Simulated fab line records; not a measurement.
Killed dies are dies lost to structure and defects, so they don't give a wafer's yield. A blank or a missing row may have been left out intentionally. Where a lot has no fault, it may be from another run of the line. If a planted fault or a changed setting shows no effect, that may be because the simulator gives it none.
Which of the tools did it?	flow berkeley cmos170	Sampling: 14 lots, 42 wafers, 3 of 331 route steps

== WHAT THE GAUGES SHOWED, per wafer ==
UCB170_V2_THK_MEAS_04.
lot	measured	on	V2_POLISHED_THK (nm)
L817	day 8 15:07	film metro-04	998.4 999.9 999.3
L818	day 8 17:41	film metro-03	999.3 1001.0 999.7
L822	day 9 22:46	film metro-04	999.5 999.8 999.9
L823	day 10 02:13	film metro-04	1001.5 999.3 1000.8
L829	day 10 19:34	film metro-04	999.6 998.0 1001.3
L830	day 10 19:53	film metro-03	998.0 997.6 999.7
L831	day 10 23:04	film metro-03	999.7 999.6 999.7
L833	day 11 14:43	film metro-02	998.3 998.0 998.1
L837	day 11 15:00	film metro-04	1000.6 998.6 998.1
L836	day 11 15:16	film metro-04	997.7 998.9 999.6
L834	day 11 15:37	film metro-02	998.9 999.0 1000.9
L835	day 12 00:06	film metro-03	1001.5 998.5 1000.3

== WHICH TOOL RAN EACH LOT (tool, then ch and the chambers of the sampled wafers, then the start) ==
lot	UCB170_V1_STRIP_15	UCB170_M2_STRIP_19
L817	plasma asher-01 ch 0,1, day 8 11:08	plasma asher-01 ch 0,1, day 8 14:11
L818	plasma asher-04 ch 0,1, day 8 13:32	plasma asher-03 ch 0,1, day 8 16:48
L822	plasma asher-04 ch 0,1, day 9 15:50	plasma asher-03 ch 0,1, day 9 21:55
L823	plasma asher-02 ch 0,1, day 9 22:23	plasma asher-03 ch 0,1, day 10 01:22
L826	plasma asher-01 ch 0,1, day 10 01:26	plasma asher-02 ch 0,1, day 10 04:41
L829	plasma asher-01 ch 0,1, day 10 15:25	plasma asher-03 ch 0,1, day 10 18:43
L830	plasma asher-04 ch 0,1, day 10 15:34	plasma asher-01 ch 0,1, day 10 18:55
L828	plasma asher-01 ch 0,1, day 10 16:09	plasma asher-03 ch 0, day 10 19:41
L831	plasma asher-04 ch 0,1, day 10 19:40	plasma asher-01 ch 0,1, day 10 22:13
L833	plasma asher-02 ch 0,1, day 11 11:12	plasma asher-03 ch 0,1, day 11 13:52
L837	plasma asher-04 ch 1, day 11 11:28	plasma asher-02 ch 0, day 11 14:08
L836	plasma asher-01 ch 0,1, day 11 11:45	plasma asher-03 ch 0,1, day 11 14:25
L834	plasma asher-02 ch 0,1, day 11 12:01	plasma asher-02 ch 0,1, day 11 14:45
L835	plasma asher-01 ch 0,1, day 11 19:35	plasma asher-02 ch 0,1, day 11 23:15
- UCB170_V1_STRIP_15: strips in O2.
- UCB170_M2_STRIP_19: strips in O2.

== AS READ BY THE TOOLS THEMSELVES (means over the sampled wafers that have a number; for cases with no such wafer, the mark the record gives instead) ==
UCB170_V1_STRIP_15.
lot	tool	chamber pressure mTorr (mTorr)	drypump motor current A (A)	oes product au (a.u.)	strip time to endpoint s (s)
L817	plasma asher-01	3499	6.2	0.720	15.25
L818	plasma asher-04	3502	6.1	0.720	15.31
L822	plasma asher-04	3503	5.7	0.717	15.53
L823	plasma asher-02	3501	6.3	0.724	15.53
L826	plasma asher-01	3500	6.3	0.720	15.17
L829	plasma asher-01	3500	6.2	0.723	15.19
L830	plasma asher-04	3501	5.7	0.723	15.39
L828	plasma asher-01	3501	6.3	0.718	15.28
L831	plasma asher-04	3499	5.7	0.723	15.26
L833	plasma asher-02	3500	6.3	0.721	15.24
L837	plasma asher-04	3501	5.3	0.718	15.38
L836	plasma asher-01	3505	6.2	0.717	15.21
L834	plasma asher-02	3497	5.7	0.725	15.38
L835	plasma asher-01	3501	6.4	0.722	15.33

UCB170_M2_STRIP_19.
lot	tool	chamber pressure mTorr (mTorr)	drypump motor current A (A)	oes product au (a.u.)
L817	plasma asher-01	3501	6.3	0.561
L818	plasma asher-03	3500	5.9	0.555
L822	plasma asher-03	3500	5.8	0.545
L823	plasma asher-03	3502	5.9	0.551
L826	plasma asher-02	-	-	-
L829	plasma asher-03	3500	5.9	0.556
L830	plasma asher-01	3501	6.2	0.542
L828	plasma asher-03	-	-	-
L831	plasma asher-01	3501	6.4	0.564
L833	plasma asher-03	3499	5.9	0.551
L837	plasma asher-02	3497	6.8	0.548
L836	plasma asher-03	3500	5.9	0.536
L834	plasma asher-02	3500	5.7	0.555
L835	plasma asher-02	3496	5.7	0.544

== THE ANSWER, worked out from the rows above alone ==
Rule: what is usual is taken from the lots themselves. The widest of any qualifying gaps counts: lots, ordered by their means at a reading, are off when they make up no more than a third of the lots, leave a main group of 4 or more, and stand apart from it by 3 or more times the standard deviation of that group's means. Not used: any main group whose means are identical at the precision the tables above print for the reading. A lot without any number at a reading at which 4 lots or more have one is off too. Any other lot the step has rows for is counted as sound. The gauges are gone through in route order, then the tools' own readings, and for those a lot's mean is taken as printed above. At the first step where some lot is off, the reading lying furthest off is the one used; lots without a number count as furthest.
Off: L826, L828 (UCB170_M2_STRIP_19, chamber pressure mTorr). Without a number there: L826, L828. Mean 3500 mTorr and standard deviation 1.6 in the main group.
If a tool, at that step or one of the process steps before it, ran each lot that is off and ran no sound lot following the first of them, it fits. Of those tried, none fits.

== WHAT THE SIMULATOR HAD INSERTED ==
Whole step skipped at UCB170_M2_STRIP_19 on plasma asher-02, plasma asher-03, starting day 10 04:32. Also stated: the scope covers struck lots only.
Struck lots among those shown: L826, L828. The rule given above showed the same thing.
